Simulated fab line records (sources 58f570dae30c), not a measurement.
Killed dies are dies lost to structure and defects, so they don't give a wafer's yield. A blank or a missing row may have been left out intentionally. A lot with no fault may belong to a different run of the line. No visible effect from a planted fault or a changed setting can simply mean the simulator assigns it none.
Which tool did it? | flow berkeley_cmos170 | 7 lots, 21 wafers sampled, at 2 steps of a route of 331

WHAT THE GAUGES READ, wafer by wafer
UCB170_V1_THK_MEAS_01.
lot  | measured     | on            | V1_TEOS_THK (nm)
L930 | day 8 05:41  | film_metro-03 | 1979 2025 2013
L931 | day 8 05:41  | film_metro-02 | 2029 1996 2009
L933 | day 8 21:59  | film_metro-03 | 1987 1965 1988
L938 | day 10 00:09 | film_metro-02 | 2014 2041 2082
L940 | day 10 08:08 | film_metro-03 | 1963 1950 1981
L942 | day 11 01:52 | film_metro-03 | 1987 2019 2011
L947 | day 11 12:39 | film_metro-02 | 1992 1978 1990

TOOL THAT RAN EACH LOT (tool first, then ch and the chambers of the sampled wafers, then the start)
lot  | UCB170_M1_PEB_07
L930 | litho_track-04 ch 0, day 8 00:08
L931 | litho_track-03 ch 0, day 8 02:04
L933 | litho_track-01 ch 0, day 8 17:19
L938 | litho_track-01 ch 0, day 9 18:29
L940 | litho_track-01 ch 0, day 10 02:17
L942 | litho_track-04 ch 0, day 10 20:50
L947 | litho_track-03 ch 0, day 11 09:23
- UCB170_M1_PEB_07

THE ANSWER, worked out from the rows above alone
Rule: usual is defined by the lots themselves. The widest of any qualifying gaps counts: lots, ordered by their means at a reading, are off when they make up no more than a third of the lots, leave a main group of 4 or more, and stand apart from it by 3 or more times the standard deviation of that group's means. The tables above print the reading to a certain number of digits; a main group whose means all agree to those digits is not used. Also off: a lot with no number at a reading for which 4 or more lots have one. Any other lot the step has rows for is counted as sound.
Nothing can be told from this: no lot is off at any reading shown.

WHAT THE SIMULATOR HAD INSERTED
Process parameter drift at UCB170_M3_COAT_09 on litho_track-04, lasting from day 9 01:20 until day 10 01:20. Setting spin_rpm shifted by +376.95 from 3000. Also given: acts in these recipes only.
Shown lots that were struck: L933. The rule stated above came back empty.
